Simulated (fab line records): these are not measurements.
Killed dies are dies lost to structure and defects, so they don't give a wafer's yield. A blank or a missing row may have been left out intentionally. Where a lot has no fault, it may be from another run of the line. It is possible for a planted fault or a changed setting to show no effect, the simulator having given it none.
fab line records	flow rit_cmos
record: lots: 5	wafers: 23
route steps=202 shown SDANNEAL@153 NSD@158 SILICIDE@162 CONTACT@175 M1@188
start_h: hours from the record's opening day to when the first of the lot's shown wafers began	wait_h: time in hours since the lot's previous step	" repeats the value in the row above	L1.1+2: several wafers, shown together as one row	- no value, or no start was given	* or withheld: withheld	< > ~ a bound
route shown NAME@n: NAME is a module with steps in the file, n the number in the route of the first one	usual: mean and standard deviation over wafers with no fault	same: alike in all rows	chamber/n: place in a boat	sites: the reading at each site	_std_site: their standard deviation	_edge_site: mean of outer sites minus mean of inner sites	radius_mm: for every site, how far away it sits from the centre of the wafer	mask NAME#n: copy n	behind: the most recent tool/chamber to have shaped the wafer	hold: cause of the lot's hold/its duration in hours/its outcome	device: the n, p or np transistor that did not switch	end of line: tests of these same wafers at the route's end	a step without rows: its recipe alone	killed: dies that structure and defects cost at the first sort, which is not the same as the wafer's yield	map: a wafer's dies, marking killed ones x, the rest . and places with no die _
set.NAME: the run value of the setting; set.NAME@STEP: its run value at that earlier step	model.NAME: the simulator's own value behind a step, which no gauge read
lots whose settings were changed on purpose; a table a step, a row a wafer
== steps ==
step: RIT_SDANNEAL_CLEAN_00
recipe: chemistry: SC1	mix: 3:3:50	time_s: 600	temp_c: 75
lot.wafer	tool	chamber	start_h	wait_h	set.time_s
L078.1+2+4+5+6	-	-	-	0.1	561.5
L079.2+4+5	wet_bench-04	3	75.31	0.0	600
L080.1+2+3+5+6	-	-	-	0.1	681.9
L081.1+2+3+4+5	-	-	-	0.1	529.3
L083.1+2+3+4+6	-	-	-	0.1	628
step: RIT_SDANNEAL_CLEAN_01
recipe: chemistry: dHF	dilution: 50:1	time_s: 30
step: RIT_SDANNEAL_CLEAN_02
recipe: chemistry: SC2	mix: 3:3:50	time_s: 600	temp_c: 75	dry: n2_spin
step: RIT_SDANNEAL_RTA_03
recipe: temp_c: 1050	time_s: 5	idle_temp_c: 600	ramp_up_c_per_s: 342	ramp_down_c_per_s: 171	cool_to_c: 600	ambient: N2
step: RIT_SDANNEAL_RS_MEAS_05
recipe: thk_meas_gauge: four-point-probe
usual: NSD_RS: 84.54/0.25
lot.wafer	tool	chamber	start_h	wait_h	set.dose_cm2@NSD_IMPLANT_08	NSD_RS[ohm/sq]
L078.1	film_metro-02	-	73.56	0.1	1e+15	84.77
L078.2	"	-	"	"	1e+15	84.74
L078.4	"	-	"	"	1e+15	84.56
L078.5	"	-	"	"	9.406e+14	88.65
L078.6	"	-	"	"	9.406e+14	88.63
L079.2	film_metro-03	-	75.90	0.1	1e+15	84.47
L079.4	"	-	"	"	1e+15	84.15
L079.5	"	-	"	"	1e+15	84.40
L080.1	film_metro-01	-	81.82	0.1	1e+15	84.92
L080.2	"	-	"	"	1e+15	84.54
L080.3	"	-	"	"	1.058e+15	81.12
L080.5	"	-	"	"	1.058e+15	81.23
L080.6	"	-	"	"	1e+15	84.57
L083.1	film_metro-01	-	97.12	0.1	1e+15	84.52
L083.2	"	-	"	"	1e+15	84.33
L083.3	"	-	"	"	9.783e+14	85.97
L083.4	"	-	"	"	9.783e+14	86.15
L083.6	"	-	"	"	1e+15	84.39
L081.1	film_metro-02	-	103.88	17.9	1.047e+15	82.12
L081.2	"	-	"	"	1e+15	84.93
L081.3	"	-	"	"	1e+15	84.73
L081.4	"	-	"	"	1.047e+15	81.87
L081.5	"	-	"	"	1e+15	84.86
step: RIT_SILICIDE_SPUTTER_01
recipe: material: Ti	target_thk_nm: 30	power_w: 350	chamber_pressure_pa: 0.667	gas: Ar	time_s: 240	substrate_temp_c: 25
lot.wafer	tool	chamber	start_h	wait_h	set.time_s	model.Ti_of_SILICIDE_SPUTTER_01.thk_nm
L078.1	pvd_sputter-03	-	73.94	0.0	240	30.47
L078.2	"	-	"	"	275.2	34.85
L078.4	"	-	"	"	240	30.04
L078.5	"	-	"	"	275.2	34.41
L078.6	"	-	"	"	240	29.58
L079.2	pvd_sputter-04	-	76.25	0.0	240	29.38
L079.4	"	-	"	"	240	30.26
L079.5	"	-	"	"	240	29.48
L080.1	pvd_sputter-03	-	82.20	0.0	240	30.75
L080.2	"	-	"	"	267.6	33.31
L080.3	"	-	"	"	267.6	33.9
L080.5	"	-	"	"	240	30.47
L080.6	"	-	"	"	267.6	33.89
L083.1	pvd_sputter-03	-	97.49	0.0	240	30.28
L083.2	"	-	"	"	240	29.76
L083.3	"	-	"	"	253.6	32.18
L083.4	"	-	"	"	253.6	31.81
L083.6	"	-	"	"	253.6	32.23
L081.1	pvd_sputter-02	-	104.25	0.0	240	30.14
L081.2	"	-	"	"	240	29.86
L081.3	"	-	"	"	240	30.46
L081.4	"	-	"	"	251.8	31.79
L081.5	"	-	"	"	251.8	31.96
step: RIT_SILICIDE_RS_MEAS_02
recipe: thk_meas_gauge: four-point-probe	reads: Ti_of_SILICIDE_SPUTTER_01
usual: SILICIDE_TI_RS: 47.4/0.8
lot.wafer	tool	chamber	start_h	wait_h	set.time_s@SILICIDE_SPUTTER_01	SILICIDE_TI_RS[ohm/sq]
L078.1	film_metro-03	-	74.09	0.1	240	47.0
L078.2	"	-	"	"	275.2	39.7
L078.4	"	-	"	"	240	47.8
L078.5	"	-	"	"	275.2	40.2
L078.6	"	-	"	"	240	48.6
L079.2	film_metro-02	-	76.42	0.1	240	49.2
L079.4	"	-	"	"	240	47.4
L079.5	"	-	"	"	240	49.0
L080.1	film_metro-04	-	82.35	0.1	240	46.5
L080.2	"	-	"	"	267.6	42.0
L080.3	"	-	"	"	267.6	41.1
L080.5	"	-	"	"	240	46.9
L080.6	"	-	"	"	267.6	41.1
L083.1	film_metro-03	-	97.64	0.1	240	47.2
L083.2	"	-	"	"	240	48.3
L083.3	"	-	"	"	253.6	43.8
L083.4	"	-	"	"	253.6	44.4
L083.6	"	-	"	"	253.6	43.8
L081.1	film_metro-04	-	104.40	0.1	240	47.6
L081.2	"	-	"	"	240	48.1
L081.3	"	-	"	"	240	47.0
L081.4	"	-	"	"	251.8	44.5
L081.5	"	-	"	"	251.8	44.1
step: RIT_SILICIDE_THK_MEAS_03
recipe: thk_meas_gauge: xrf	reads: Ti_of_SILICIDE_SPUTTER_01
usual: SILICIDE_TI_THK: 30.2/0.44
lot.wafer	tool	chamber	start_h	wait_h	set.time_s@SILICIDE_SPUTTER_01	SILICIDE_TI_THK[nm]
L078.1	film_metro-03	-	74.21	0.1	240	30.2
L078.2	"	-	"	"	275.2	34.5
L078.4	"	-	"	"	240	29.7
L078.5	"	-	"	"	275.2	34.2
L078.6	"	-	"	"	240	29.3
L079.2	film_metro-02	-	76.53	0.1	240	29.6
L079.4	"	-	"	"	240	30.5
L079.5	"	-	"	"	240	29.8
L080.1	film_metro-04	-	82.47	0.1	240	30.8
L080.2	"	-	"	"	267.6	33.4
L080.3	"	-	"	"	267.6	33.8
L080.5	"	-	"	"	240	30.4
L080.6	"	-	"	"	267.6	34.0
L083.1	film_metro-03	-	97.76	0.1	240	30.2
L083.2	"	-	"	"	240	29.5
L083.3	"	-	"	"	253.6	32.0
L083.4	"	-	"	"	253.6	31.7
L083.6	"	-	"	"	253.6	32.1
L081.1	film_metro-04	-	104.52	0.1	240	30.3
L081.2	"	-	"	"	240	30.0
L081.3	"	-	"	"	240	30.6
L081.4	"	-	"	"	251.8	31.9
L081.5	"	-	"	"	251.8	31.9
step: RIT_CONTACT_DEVELOP_07
recipe: resist: NOVOLAK	develop_time_s: 120	dev_temp_c: 23
lot.wafer	tool	chamber	start_h	wait_h	set.develop_time_s
L078.1+2+4+5+6	litho_track-04	0	-	-	120
L079.2+4+5	litho_track-02	0	-	-	120
L080.1+2+5	litho_track-02	0	-	-	120
L080.3+6	"	0	"	"	127.5
L083.1+3+6	litho_track-04	0	-	-	120
L083.2+4	"	0	"	"	107.6
L081.1+3	litho_track-01	0	-	-	120
L081.2+4+5	"	0	"	"	111.8
step: RIT_CONTACT_CD_MEAS_08
recipe: target_cd_nm: 1000
usual: cd_nm: 999.6/2.2
lot.wafer	tool	chamber	start_h	wait_h	set.develop_time_s@CONTACT_DEVELOP_07	cd_nm
L078.1	cd_sem-02	-	75.64	-	120	1004.3
L078.2	"	-	"	"	120	1002.4
L078.4	"	-	"	"	120	997.8
L078.5	"	-	"	"	120	1001.8
L078.6	"	-	"	"	120	999.9
L079.2	cd_sem-02	-	77.98	-	120	999.6
L079.4	"	-	"	"	120	998.7
L079.5	"	-	"	"	120	997.9
L080.1	cd_sem-02	-	83.91	-	120	995.7
L080.2	"	-	"	"	120	997.8
L080.3	"	-	"	"	127.5	1002.5
L080.5	"	-	"	"	120	997.0
L080.6	"	-	"	"	127.5	1004.0
L083.1	cd_sem-02	-	99.08	-	120	998.7
L083.2	"	-	"	"	107.6	990.3
L083.3	"	-	"	"	120	998.6
L083.4	"	-	"	"	107.6	990.3
L083.6	"	-	"	"	120	998.4
L081.1	cd_sem-01	-	105.83	-	120	1001.0
L081.2	"	-	"	"	111.8	993.6
L081.3	"	-	"	"	120	999.4
L081.4	"	-	"	"	111.8	992.4
L081.5	"	-	"	"	111.8	994.3
step: RIT_CONTACT_HARDBAKE_10
recipe: resist: NOVOLAK	temp_c: 140	time_s: 60
step: RIT_CONTACT_ETCH_11
recipe: target_depth_a: 4800	over_etch_frac: 0.2	stop_on: TiSi2	chemistry: CHF3/CF4/Ar	target: SiO2	CHF3_flow_sccm: 50	cf4_flow_sccm: 10	Ar_flow_sccm: 100	O2_flow_sccm: 5	pressure_mtorr: 100	rf_w: 200	time_s: 320
lot.wafer	tool	chamber	start_h	wait_h	set.develop_time_s@CONTACT_DEVELOP_07	model.CONTACT.cd_nm
L078.1	rie_diel-01	0	75.95	0.1	120	1004
L078.2	"	1	"	"	120	1003
L078.4	"	3	"	"	120	998.7
L078.5	"	3	"	"	120	1002
L078.6	"	0	"	"	120	1000
L079.2	rie_diel-03	2	78.27	0.1	120	1000
L079.4	"	3	"	"	120	998.9
L079.5	"	3	"	"	120	998
L080.1	rie_diel-03	1	84.22	0.1	120	995.3
L080.2	"	2	"	"	120	998.1
L080.3	"	3	"	"	127.5	1002
L080.5	"	3	"	"	120	997.2
L080.6	"	2	"	"	127.5	1004
L083.1	rie_diel-02	2	99.38	0.1	120	998.3
L083.2	"	0	"	"	107.6	990.5
L083.3	"	1	"	"	120	998.8
L083.4	"	1	"	"	107.6	990
L083.6	"	2	"	"	120	997.8
L081.1	rie_diel-03	3	106.14	0.1	120	1001
L081.2	"	0	"	"	111.8	994.2
L081.3	"	2	"	"	120	999
L081.4	"	1	"	"	111.8	991.4
L081.5	"	1	"	"	111.8	993.9
step: RIT_CONTACT_STRIP_12
recipe: chemistry: O2	time_s: 180	resist: NOVOLAK	platen_temp_c: withheld	power_w: 500	pressure_mtorr: 4000	o2_flow_sccm: 4000
step: RIT_CONTACT_CD_MEAS_90
recipe: target_cd_nm: 1000
usual: cd_nm: 999.6/2.2
lot.wafer	tool	chamber	start_h	wait_h	set.develop_time_s@CONTACT_DEVELOP_07	cd_nm
L078.1	cd_sem-01	-	76.32	0.1	120	1004.5
L078.2	"	-	"	"	120	1002.7
L078.4	"	-	"	"	120	998.6
L078.5	"	-	"	"	120	1001.6
L078.6	"	-	"	"	120	1000.2
L079.2	cd_sem-02	-	78.66	0.1	120	999.9
L079.4	"	-	"	"	120	998.8
L079.5	"	-	"	"	120	998.1
L080.1	cd_sem-02	-	84.59	0.1	120	995.2
L080.2	"	-	"	"	120	998.3
L080.3	"	-	"	"	127.5	1002.1
L080.5	"	-	"	"	120	997.0
L080.6	"	-	"	"	127.5	1004.0
L083.1	cd_sem-01	-	99.75	0.1	120	998.1
L083.2	"	-	"	"	107.6	990.5
L083.3	"	-	"	"	120	999.1
L083.4	"	-	"	"	107.6	989.6
L083.6	"	-	"	"	120	997.9
L081.1	cd_sem-02	-	106.51	0.1	120	1001.2
L081.2	"	-	"	"	111.8	993.7
L081.3	"	-	"	"	120	998.8
L081.4	"	-	"	"	111.8	991.6
L081.5	"	-	"	"	111.8	993.8
step: RIT_M1_COAT_04
recipe: resist: NOVOLAK	spin_rpm: 2000	resist_thk_nm: 1300
lot.wafer	tool	chamber	start_h	wait_h	set.resist_thk_nm	model.NOVOLAK_of_M1_COAT_04.thk_nm
L078.1+5	litho_track-01	0	77.48	0.1	1300	1299
L078.2	"	0	"	"	1280	1277
L078.4	"	0	"	"	1300	1300
L078.6	"	0	"	"	1280	1283
L079.2	litho_track-01	0	79.79	0.1	1300	1292
L079.4	"	0	"	"	1300	1290
L079.5	"	0	"	"	1300	1297
L080.1	litho_track-03	0	85.68	0.1	1300	1300
L080.2	"	0	"	"	1300	1297
L080.3	"	0	"	"	1300	1298
L080.5	"	0	"	"	1300	1299
L080.6	"	0	"	"	1300	1295
L083.1	litho_track-01	0	100.85	0.1	1300	1295
L083.2	"	0	"	"	1357	1352
L083.3	"	0	"	"	1300	1300
L083.4	"	0	"	"	1300	1301
L083.6	"	0	"	"	1357	1358
L081.1	litho_track-01	0	107.60	0.1	1375	1376
L081.2+5	"	0	"	"	1375	1377
L081.3	"	0	"	"	1300	1303
L081.4	"	0	"	"	1300	1301
step: RIT_M1_SOFTBAKE_05
recipe: resist: NOVOLAK	temp_c: 90	time_s: 60
step: RIT_M1_EXPOSE_06
recipe: mask_id: M12	na: 0.6	source_shape: conventional	sigma_outer: 0.5	target_cd_nm: 2600	dose_mj: 250
step: RIT_M1_PEB_07
recipe: resist: NOVOLAK	temp_c: withheld	time_s: withheld
step: RIT_M1_DEVELOP_08
recipe: resist: NOVOLAK	develop_time_s: 68	dev_temp_c: 23
step: RIT_M1_CD_MEAS_09
recipe: target_cd_nm: 2600
usual: cd_nm: 2599.9/2.4
lot.wafer	tool	chamber	start_h	wait_h	set.resist_thk_nm@M1_COAT_04	cd_nm
L078.1	cd_sem-01	-	78.21	-	1300	2594.6
L078.2	"	-	"	"	1280	2595.4
L078.4	"	-	"	"	1300	2597.7
L078.5	"	-	"	"	1300	2595.7
L078.6	"	-	"	"	1280	2599.0
L079.2	cd_sem-02	-	80.52	-	1300	2602.7
L079.4	"	-	"	"	1300	2600.5
L079.5	"	-	"	"	1300	2603.6
L080.1	cd_sem-02	-	86.54	-	1300	2598.1
L080.2	"	-	"	"	1300	2599.5
L080.3	"	-	"	"	1300	2599.0
L080.5	"	-	"	"	1300	2600.0
L080.6	"	-	"	"	1300	2598.4
L083.1	cd_sem-01	-	101.58	-	1300	2598.8
L083.2	"	-	"	"	1357	2605.2
L083.3	"	-	"	"	1300	2598.8
L083.4	"	-	"	"	1300	2599.9
L083.6	"	-	"	"	1357	2604.3
L081.1	cd_sem-01	-	108.33	-	1375	2607.0
L081.2	"	-	"	"	1375	2608.1
L081.3	"	-	"	"	1300	2599.9
L081.4	"	-	"	"	1300	2599.0
L081.5	"	-	"	"	1375	2605.6
step: RIT_M1_HARDBAKE_11
recipe: resist: NOVOLAK	temp_c: 140	time_s: 120
lot.wafer	tool	chamber	start_h	wait_h	set.temp_c	set.resist_thk_nm@M1_COAT_04	model.NOVOLAK_of_M1_COAT_04.thk_nm
L078.1+5	litho_track-01	0	78.37	0.0	143.6	1300	1131
L078.2	"	0	"	"	140	1280	1117
L078.4	"	0	"	"	140	1300	1137
L078.6	"	0	"	"	143.6	1280	1117
L079.2	litho_track-02	0	80.70	0.1	140	1300	1130
L079.4	"	0	"	"	140	1300	1128
L079.5	"	0	"	"	140	1300	1134
L080.1	litho_track-02	0	86.69	0.0	136.1	1300	1144
L080.2	"	0	"	"	140	1300	1134
L080.3+5	"	0	"	"	136.1	1300	1143
L080.6	"	0	"	"	140	1300	1133
L083.1	litho_track-02	0	101.73	0.0	140	1300	1133
L083.2	"	0	"	"	140	1357	1182
L083.3	"	0	"	"	140	1300	1137
L083.4	"	0	"	"	140	1300	1138
L083.6	"	0	"	"	140	1357	1187
L081.1	litho_track-03	0	108.73	0.3	136.7	1375	1209
L081.2	"	0	"	"	140	1375	1203
L081.3	"	0	"	"	140	1300	1139
L081.4	"	0	"	"	136.7	1300	1144
L081.5	"	0	"	"	136.7	1375	1210
step: RIT_M1_METAL_ETCH_12
recipe: stop_on: SiO2	chemistry: Cl2/BCl3	target: Al	time_s: 165	over_etch_frac: 0.5	pressure_mtorr: 100	target_depth_a: 6000	rf_w: 250	Cl2_flow_sccm: 60	bcl3_flow_sccm: 50
lot.wafer	tool	chamber	start_h	wait_h	set.resist_thk_nm@M1_COAT_04	model.NOVOLAK_of_M1_COAT_04.thk_nm
L078.1	rie_metal-04	0	78.62	0.2	1300	801
L078.2	"	1	"	"	1280	803.6
L078.4	"	1	"	"	1300	823.3
L078.5	"	1	"	"	1300	817.5
L078.6	"	0	"	"	1280	789.3
L079.2	rie_metal-02	1	80.91	0.2	1300	781.1
L079.4	"	0	"	"	1300	803.5
L079.5	"	1	"	"	1300	784.6
L080.1	rie_metal-03	0	86.94	0.2	1300	809.4
L080.2	"	1	"	"	1300	805.7
L080.3	"	1	"	"	1300	813.8
L080.5	"	1	"	"	1300	814.3
L080.6	"	0	"	"	1300	795.6
L083.1	rie_metal-02	0	101.98	0.2	1300	802.3
L083.2	"	1	"	"	1357	836.7
L083.3	"	1	"	"	1300	788.4
L083.4	"	0	"	"	1300	808.5
L083.6	"	1	"	"	1357	837.9
L081.1	rie_metal-03	1	108.98	0.2	1375	875.1
L081.2	"	0	"	"	1375	860.1
L081.3	"	1	"	"	1300	805.1
L081.4	"	0	"	"	1300	797.5
L081.5	"	0	"	"	1375	867.1
step: RIT_M1_STRIP_13
recipe: chemistry: nmp	resist: NOVOLAK	temp_c: 80	time_s: 600	dry: n2_spin
step: RIT_M1_STRIP_14
recipe: chemistry: O2	time_s: 180	platen_temp_c: withheld	power_w: 500	pressure_mtorr: 4000	o2_flow_sccm: 4000
step: RIT_M1_ANNEAL_15
recipe: temp_c: 450	time_s: 1800	ambient: forming_gas_H2N2
step: RIT_M1_PROBE_99
lot.wafer	tool	chamber	start_h	wait_h	set.time_s@SPACER_ETCHBACK_05	model.etest.nmos_0p15.r_on_ohm_um
L078.1	prober-01	-	80.87	0.1	240	1107
L078.2	prober-01	-	80.92	0.1	273.3	1363
L078.4	prober-01	-	81.02	0.2	240	1123
L078.5	prober-01	-	81.07	0.2	240	1121
L078.6	prober-01	-	81.12	0.2	273.3	1305
L079.2	prober-02	-	83.24	0.1	240	1148
L079.4	prober-02	-	83.34	0.2	240	1149
L079.5	prober-02	-	83.39	0.2	240	1181
L080.1	prober-01	-	89.20	0.1	240	1164
L080.2+3	prober-01	-	89.25	0.1	240	1107
L080.5	prober-01	-	89.40	0.2	240	1090
L080.6	prober-01	-	89.45	0.2	240	1197
L083.1	prober-01	-	104.23	0.1	221.5	1059
L083.2	prober-01	-	104.28	0.1	221.5	1037
L083.3	prober-01	-	104.33	0.2	240	1110
L083.4	prober-01	-	104.38	0.2	221.5	1066
L083.6	prober-01	-	104.48	0.2	240	1115
L081.3	prober-02	-	111.34	0.2	228.7	1100
killed by level:class
L079.2 REOX:geometric_particle:open=3 SPACER:geometric_particle:open=3 REOX:geometric_particle:short=2 SPACER:geometric_particle:short=2 GATE:geometric_particle:open=1
L079.4 FOX1:geometric_particle:open=1 SPACER:geometric_particle:open=1 SILICIDE:geometric_particle:open=1
L079.5 SPACER:geometric_particle:short=2 FOX1:geometric_particle:short=1 FOX1:geometric_particle:open=1 GATE:geometric_particle:short=1 SPACER:geometric_particle:open=1 SILICIDE:geometric_particle:short=1
== key ==
split: step: RIT_SDANNEAL_CLEAN_00	setting: time_s	stated: 600	by: lot
response none clear
split: step: RIT_SILICIDE_SPUTTER_01	setting: time_s	stated: 240	by: wafer
response: step: RIT_SILICIDE_SPUTTER_01	reading: model.Ti_of_SILICIDE_SPUTTER_01.thk_nm	change: +0.305	per: 1%	r: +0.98
response: step: RIT_SILICIDE_RS_MEAS_02	reading: SILICIDE_TI_RS	change: -0.527	per: 1%	r: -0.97
response: step: RIT_SILICIDE_THK_MEAS_03	reading: SILICIDE_TI_THK	change: +0.306	per: 1%	r: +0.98
split: step: RIT_CONTACT_DEVELOP_07	setting: develop_time_s	stated: 120	by: wafer
response: step: RIT_CONTACT_CD_MEAS_08	reading: cd_nm	change: +0.896	per: 1%	r: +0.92
response: step: RIT_CONTACT_ETCH_11	reading: model.CONTACT.cd_nm	change: +0.882	per: 1%	r: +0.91
response: step: RIT_CONTACT_CD_MEAS_90	reading: cd_nm	change: +0.893	per: 1%	r: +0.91
split: step: RIT_M1_COAT_04	setting: resist_thk_nm	stated: 1300	by: wafer
response: step: RIT_M1_COAT_04	reading: model.NOVOLAK_of_M1_COAT_04.thk_nm	change: +12.9	per: 1%	r: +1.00
response: step: RIT_M1_CD_MEAS_09	reading: cd_nm	change: +1.19	per: 1%	r: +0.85
response: step: RIT_M1_HARDBAKE_11	reading: model.NOVOLAK_of_M1_COAT_04.thk_nm	change: +11.3	per: 1%	r: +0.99
response: step: RIT_M1_METAL_ETCH_12	reading: model.NOVOLAK_of_M1_COAT_04.thk_nm	change: +10.4	per: 1%	r: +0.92
split: step: RIT_M1_HARDBAKE_11	setting: temp_c	stated: 140	by: wafer
response none clear
split outside_this_file step=RIT_SPACER_ETCHBACK_05 setting=time_s
split outside_this_file step=RIT_NSD_IMPLANT_08 setting=dose_cm2
split outside_this_file: this setting was split too, and the file shows its column; the key of that split is in another file
